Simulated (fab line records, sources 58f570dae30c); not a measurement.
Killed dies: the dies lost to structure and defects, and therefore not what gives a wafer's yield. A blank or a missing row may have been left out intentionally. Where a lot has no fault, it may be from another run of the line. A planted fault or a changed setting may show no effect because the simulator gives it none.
A sampling plan put to the test    flow berkeley_cmos170    one fab line, 36 faults that these records tell of, each judged on the records of the lots that it struck
The plan is the line's own looks: the steps of the route at which a gauge or an inspection reads the wafer and doesn't change it. A look is open to judgement when struck wafers have a number at it and the file gives its usual mean and standard deviation on fault-free wafers. Caught: at a look after the fault's first step, the mean of the struck wafers lies 4 or more of those standard deviations (sigma) from the usual mean. On the tool: here the same test is run on the tool's own readings at the fault's steps. If the struck wafers alone have a blank record, or they carry another recipe, that too counts as caught.

## THE FAULTS, as the simulator had put them in
1. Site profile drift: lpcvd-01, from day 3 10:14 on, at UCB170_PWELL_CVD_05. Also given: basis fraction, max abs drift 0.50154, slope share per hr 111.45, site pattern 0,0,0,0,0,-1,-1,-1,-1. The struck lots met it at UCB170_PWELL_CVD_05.
2. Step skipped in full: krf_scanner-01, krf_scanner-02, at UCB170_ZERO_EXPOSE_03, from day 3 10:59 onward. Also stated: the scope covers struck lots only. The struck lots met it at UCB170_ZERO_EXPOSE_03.
3. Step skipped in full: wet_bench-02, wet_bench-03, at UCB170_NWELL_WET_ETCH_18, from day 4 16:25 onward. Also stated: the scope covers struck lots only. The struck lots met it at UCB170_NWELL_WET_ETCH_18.
4. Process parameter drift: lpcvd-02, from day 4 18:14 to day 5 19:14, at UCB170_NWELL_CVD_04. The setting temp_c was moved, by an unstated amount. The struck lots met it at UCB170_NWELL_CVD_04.
5. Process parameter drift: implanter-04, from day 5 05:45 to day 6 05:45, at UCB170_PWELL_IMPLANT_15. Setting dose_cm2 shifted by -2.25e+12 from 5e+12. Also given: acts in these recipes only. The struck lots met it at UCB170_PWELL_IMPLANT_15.
6. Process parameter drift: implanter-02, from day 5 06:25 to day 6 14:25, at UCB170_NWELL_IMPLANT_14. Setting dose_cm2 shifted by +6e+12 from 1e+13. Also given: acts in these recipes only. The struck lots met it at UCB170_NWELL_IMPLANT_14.
7. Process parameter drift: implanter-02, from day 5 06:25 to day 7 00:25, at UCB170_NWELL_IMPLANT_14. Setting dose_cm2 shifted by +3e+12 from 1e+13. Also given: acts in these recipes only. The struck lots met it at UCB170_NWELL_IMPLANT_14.
8. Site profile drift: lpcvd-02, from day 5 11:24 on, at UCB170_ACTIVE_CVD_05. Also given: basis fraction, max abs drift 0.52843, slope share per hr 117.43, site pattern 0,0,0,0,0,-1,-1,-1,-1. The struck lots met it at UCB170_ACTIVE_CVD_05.
9. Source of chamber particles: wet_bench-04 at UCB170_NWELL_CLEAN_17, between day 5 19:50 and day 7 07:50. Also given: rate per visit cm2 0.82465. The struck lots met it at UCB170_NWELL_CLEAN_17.
10. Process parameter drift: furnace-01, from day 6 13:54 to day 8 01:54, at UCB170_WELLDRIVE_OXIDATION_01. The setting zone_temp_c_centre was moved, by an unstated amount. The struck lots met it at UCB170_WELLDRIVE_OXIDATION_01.
11. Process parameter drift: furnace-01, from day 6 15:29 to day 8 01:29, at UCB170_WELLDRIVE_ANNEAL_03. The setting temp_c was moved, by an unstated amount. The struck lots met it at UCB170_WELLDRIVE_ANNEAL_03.
12. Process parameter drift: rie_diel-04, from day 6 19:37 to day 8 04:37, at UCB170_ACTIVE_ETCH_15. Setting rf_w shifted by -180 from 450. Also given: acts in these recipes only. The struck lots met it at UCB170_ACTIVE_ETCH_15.
13. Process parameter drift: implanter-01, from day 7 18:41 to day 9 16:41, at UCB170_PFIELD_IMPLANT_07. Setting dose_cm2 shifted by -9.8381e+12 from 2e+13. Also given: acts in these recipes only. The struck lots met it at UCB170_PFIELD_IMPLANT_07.
14. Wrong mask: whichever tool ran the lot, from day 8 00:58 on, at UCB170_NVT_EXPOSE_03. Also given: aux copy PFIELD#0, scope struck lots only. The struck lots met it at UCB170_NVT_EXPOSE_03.
15. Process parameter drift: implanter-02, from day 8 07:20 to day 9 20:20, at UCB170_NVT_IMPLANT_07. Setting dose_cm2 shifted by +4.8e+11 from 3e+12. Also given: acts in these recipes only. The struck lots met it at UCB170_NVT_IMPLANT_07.
16. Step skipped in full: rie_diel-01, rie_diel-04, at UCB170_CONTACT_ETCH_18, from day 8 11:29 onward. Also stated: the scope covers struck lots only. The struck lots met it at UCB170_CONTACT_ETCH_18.
17. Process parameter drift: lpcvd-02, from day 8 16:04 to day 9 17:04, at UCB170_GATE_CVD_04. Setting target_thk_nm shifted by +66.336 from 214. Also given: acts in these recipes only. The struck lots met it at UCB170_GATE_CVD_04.
18. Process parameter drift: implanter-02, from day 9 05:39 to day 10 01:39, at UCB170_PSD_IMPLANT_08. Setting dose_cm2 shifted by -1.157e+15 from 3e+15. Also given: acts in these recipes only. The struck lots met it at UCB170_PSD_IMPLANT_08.
19. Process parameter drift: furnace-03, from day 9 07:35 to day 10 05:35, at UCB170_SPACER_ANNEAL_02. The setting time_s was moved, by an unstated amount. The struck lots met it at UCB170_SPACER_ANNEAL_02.
20. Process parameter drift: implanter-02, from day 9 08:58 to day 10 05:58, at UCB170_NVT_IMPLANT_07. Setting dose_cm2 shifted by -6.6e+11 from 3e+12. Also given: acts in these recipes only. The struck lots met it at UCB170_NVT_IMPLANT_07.
21. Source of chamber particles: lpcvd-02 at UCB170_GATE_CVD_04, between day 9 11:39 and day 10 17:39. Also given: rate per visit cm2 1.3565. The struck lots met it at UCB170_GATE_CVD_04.
22. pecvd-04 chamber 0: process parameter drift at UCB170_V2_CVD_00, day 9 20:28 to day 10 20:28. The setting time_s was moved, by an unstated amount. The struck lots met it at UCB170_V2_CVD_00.
23. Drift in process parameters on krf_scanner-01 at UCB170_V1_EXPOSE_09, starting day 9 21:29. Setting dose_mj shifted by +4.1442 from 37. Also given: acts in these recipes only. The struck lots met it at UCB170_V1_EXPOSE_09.
24. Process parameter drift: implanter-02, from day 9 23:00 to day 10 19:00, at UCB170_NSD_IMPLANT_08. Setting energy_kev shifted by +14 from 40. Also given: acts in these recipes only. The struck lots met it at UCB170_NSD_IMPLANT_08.
25. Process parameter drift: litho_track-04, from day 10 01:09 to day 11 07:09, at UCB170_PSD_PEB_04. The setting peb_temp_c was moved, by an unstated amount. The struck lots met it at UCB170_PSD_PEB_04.
26. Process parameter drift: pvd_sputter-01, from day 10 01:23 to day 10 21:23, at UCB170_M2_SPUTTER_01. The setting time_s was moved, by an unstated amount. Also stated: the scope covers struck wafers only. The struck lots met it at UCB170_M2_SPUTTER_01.
27. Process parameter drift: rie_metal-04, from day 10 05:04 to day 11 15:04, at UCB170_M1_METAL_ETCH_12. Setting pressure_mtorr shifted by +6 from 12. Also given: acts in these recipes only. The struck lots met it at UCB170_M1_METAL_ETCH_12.
28. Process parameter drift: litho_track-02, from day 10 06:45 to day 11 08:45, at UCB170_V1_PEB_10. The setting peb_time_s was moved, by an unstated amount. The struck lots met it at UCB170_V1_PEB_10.
29. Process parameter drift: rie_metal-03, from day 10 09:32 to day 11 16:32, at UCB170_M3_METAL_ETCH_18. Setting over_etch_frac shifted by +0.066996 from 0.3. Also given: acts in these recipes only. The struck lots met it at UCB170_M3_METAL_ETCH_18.
30. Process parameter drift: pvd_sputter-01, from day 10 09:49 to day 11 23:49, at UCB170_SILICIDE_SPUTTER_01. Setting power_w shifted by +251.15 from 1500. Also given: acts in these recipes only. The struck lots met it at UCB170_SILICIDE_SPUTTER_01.
31. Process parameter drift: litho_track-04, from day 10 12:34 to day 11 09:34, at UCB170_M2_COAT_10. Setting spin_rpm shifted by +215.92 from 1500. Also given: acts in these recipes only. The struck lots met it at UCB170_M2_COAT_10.
32. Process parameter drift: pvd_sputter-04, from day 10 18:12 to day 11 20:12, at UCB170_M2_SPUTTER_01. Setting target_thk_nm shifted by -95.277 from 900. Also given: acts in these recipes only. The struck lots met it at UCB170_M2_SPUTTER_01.
33. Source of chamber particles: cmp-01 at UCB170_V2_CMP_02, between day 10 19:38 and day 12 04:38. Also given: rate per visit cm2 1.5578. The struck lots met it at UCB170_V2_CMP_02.
34. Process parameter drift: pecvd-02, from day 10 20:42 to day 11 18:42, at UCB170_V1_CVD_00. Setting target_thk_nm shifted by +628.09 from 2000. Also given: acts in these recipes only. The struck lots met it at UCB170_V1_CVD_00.
35. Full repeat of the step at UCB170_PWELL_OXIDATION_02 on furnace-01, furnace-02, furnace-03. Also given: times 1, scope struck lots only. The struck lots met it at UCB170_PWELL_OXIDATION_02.
36. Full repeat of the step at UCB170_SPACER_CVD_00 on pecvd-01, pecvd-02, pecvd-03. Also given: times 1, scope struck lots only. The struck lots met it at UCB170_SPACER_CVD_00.

## WHAT THE PLAN SAW
fault  on the tool itself                                first look that catches it                       reading, sigma                                                        median hours from its first step to that look  hours from the fault's start to the first struck lot there  judged looks passed uncaught
1      no reading that can be judged                     UCB170_PWELL_THK_MEAS_06                         PWELL_NITRIDE_THK -21                                                 1.9                                            7                                                           0
2      no reading that can be judged                     no look after it can be judged                   -                                                                     -                                              -                                                           0
3      no reading that can be judged                     no look after it can be judged                   -                                                                     -                                              -                                                           0
4      susceptor_temp_C +28 sigma                        UCB170_NWELL_THK_MEAS_05                         NWELL_NITRIDE_THK +16                                                 2.0                                            8                                                           0
5      dose_ions_cm2 -99 or beyond sigma                 UCB170_PWELL_TW_MEAS_17                          PWELL_TW -36                                                          0.2                                            2                                                           0
6      dose_ions_cm2 +99 or beyond sigma                 UCB170_NWELL_TW_MEAS_16                          NWELL_TW +24                                                          0.2                                            4                                                           0
7      dose_ions_cm2 +99 or beyond sigma                 UCB170_NWELL_TW_MEAS_16                          NWELL_TW +12                                                          0.2                                            4                                                           0
8      no reading that can be judged                     UCB170_ACTIVE_THK_MEAS_06                        ACTIVE_NITRIDE_THK -27                                                1.9                                            5                                                           0
9      no reading that can be judged                     not the one look that can be judged after it     -                                                                     -                                              -                                                           1
10     spike_tc_centre_C +21 sigma                       not the one look that can be judged after it     strongest: WELLDRIVE_OXIDE_THK at UCB170_WELLDRIVE_THK_MEAS_02, +2.5  -                                              -                                                           1
11     tube_center_temp_C +99 or beyond sigma            no look after it can be judged                   -                                                                     -                                              -                                                           0
12     rf_fwd_power_W -99 or beyond sigma                no look after it can be judged                   -                                                                     -                                              -                                                           0
13     dose_ions_cm2 -99 or beyond sigma                 UCB170_PFIELD_TW_MEAS_09                         PFIELD_TW -25                                                         0.2                                            5                                                           0
14     no reading that can be judged                     UCB170_NVT_TW_MEAS_09                            NVT_TW -99 or beyond                                                  0.7                                            1                                                           0
15     dose_ions_cm2 +99 or beyond sigma                 UCB170_NVT_TW_MEAS_09                            NVT_TW +5.1                                                           0.2                                            6                                                           0
16     the tool's record is blank for the struck wafers  no look after it can be judged                   -                                                                     -                                              -                                                           0
17     no reading that can be judged                     UCB170_GATE_THK_MEAS_05                          GATE_POLY_THK +33                                                     1.4                                            3                                                           0
18     dose_ions_cm2 -99 or beyond sigma                 UCB170_PSD_TW_MEAS_10                            PSD_TW -14                                                            0.2                                            3                                                           0
19     no reading that can be judged                     UCB170_SDANNEAL_RS_MEAS_04                       PLDD_RS +24                                                           6.2                                            13                                                          1
20     dose_ions_cm2 -99 or beyond sigma                 UCB170_NVT_TW_MEAS_09                            NVT_TW -10                                                            0.2                                            11                                                          0
21     no reading that can be judged                     none of the 3 looks that can be judged after it  -                                                                     -                                              -                                                           3
22     run_length_s -38 sigma                            UCB170_V2_THK_MEAS_01                            V2_TEOS_THK -9.5                                                      0.2                                            5                                                           0
23     exposure_dose_mJ_cm2 +99 or beyond sigma          UCB170_V1_CD_MEAS_12                             cd_nm +13                                                             0.6                                            1                                                           0
24     beam_energy_keV +99 or beyond sigma               UCB170_NSD_TW_MEAS_10                            NSD_TW +9.5                                                           0.2                                            5                                                           0
25     heater_power_total_W -38 sigma                    UCB170_PSD_CD_MEAS_06                            cd_nm -15                                                             0.3                                            0                                                           0
26     under 2 sigma                                     UCB170_M2_RS_MEAS_02                             M2_AL_RS -7.1                                                         0.1                                            3                                                           0
27     chamber_pressure_mTorr +99 or beyond sigma        no look after it can be judged                   -                                                                     -                                              -                                                           0
28     no reading that can be judged                     UCB170_V1_CD_MEAS_12                             cd_nm +9.8                                                            0.3                                            4                                                           0
29     only faintly: oes_product_au -2.4 sigma           no look after it can be judged                   -                                                                     -                                              -                                                           0
30     cathode_dc_power_W +99 or beyond sigma            UCB170_SILICIDE_RS_MEAS_02                       SILICIDE_TI_RS -12                                                    0.0                                            4                                                           0
31     spin_speed_rpm +99 or beyond sigma                none of the 3 looks that can be judged after it  strongest: cd_nm at UCB170_M2_CD_MEAS_15, -2.9                        -                                              -                                                           3
32     under 2 sigma                                     UCB170_M2_RS_MEAS_02                             M2_AL_RS +9.4                                                         0.1                                            8                                                           0
33     under 2 sigma                                     no look after it can be judged                   -                                                                     -                                              -                                                           0
34     under 2 sigma                                     UCB170_V1_THK_MEAS_01                            V1_TEOS_THK +20                                                       0.2                                            3                                                           0
35     under 2 sigma                                     UCB170_PWELL_THK_MEAS_03                         PWELL_OXIDE_THK +32                                                   4.1                                            -                                                           0
36     under 2 sigma                                     UCB170_SPACER_THK_MEAS_01                        SPACER_TEOS_THK +69                                                   0.3                                            -                                                           0
A dash: the fault isn't caught, or these records don't give the number.

Caught at a look: 24 of 36. Caught on the tool: 19 of 36. By one or the other: 30 of 36.
Faults caught by the tool alone: 10, 11, 12, 16, 27, 31.
Caught at a look alone: faults 1, 8, 14, 17, 19, 26, 28, 32, 34, 35, 36.
Caught by neither: faults 2, 3, 9, 21, 29, 33.

## THINNER SAMPLING
If the look that catches a fault measured only every second or every third lot, by lot number, the first struck lot would be measured this late in the worst case:
fault  struck lots at that look, in order of time  every lot  every second lot  every third lot
1      L952, L954, L955, L956                      7 h        19 h              27 h
4      L924, L925                                  8 h        8 h               may miss all 2
5      L171, L174                                  2 h        23 h              may miss all 2
6      L168, L172, L173                            4 h        28 h              28 h
7      L908, L912                                  4 h        may miss all 2    may miss all 2
8      L598, L606, L607                            5 h        48 h              may miss all 3
13     L889, L891                                  5 h        may miss all 2    may miss all 2
14     L275                                        1 h        may miss it       may miss it
15     L111, L112, L116                            6 h        15 h              37 h
17     L604, L606, L607                            3 h        14 h              may miss all 3
18     L579, L581                                  3 h        may miss all 2    may miss all 2
19     L819, L820                                  13 h       13 h              may miss all 2
20     L742, L744                                  11 h       may miss all 2    may miss all 2
22     L838, L835, L839                            5 h        6 h               may miss all 3
23     L895, L894, L898                            1 h        1 h               may miss all 3
24     L479, L482                                  5 h        13 h              may miss all 2
25     L841, L842, L844                            0 h        0 h               may miss all 3
26     L698                                        3 h        may miss it       may miss it
28     L160, L161                                  4 h        13 h              may miss all 2
30     L981, L984                                  4 h        27 h              may miss all 2
32     L575, L578                                  8 h        21 h              may miss all 2
34     L504, L505                                  3 h        15 h              may miss all 2
Hours are from the fault's start to the first struck lot that is measured. Since the struck wafers were tested as one group against 4 sigma, a single lot by itself may lie under the limit. Other struck lots may not be in these records.

## THE LONGEST TIMED WAY FROM STEP TO LOOK
In fault 19, a median of 6.2 hours elapses between UCB170_SPACER_ANNEAL_02 and UCB170_SDANNEAL_RS_MEAS_04. The look between them that can be judged stayed within 4 sigma: UCB170_PSD_OVL_MEAS_07.
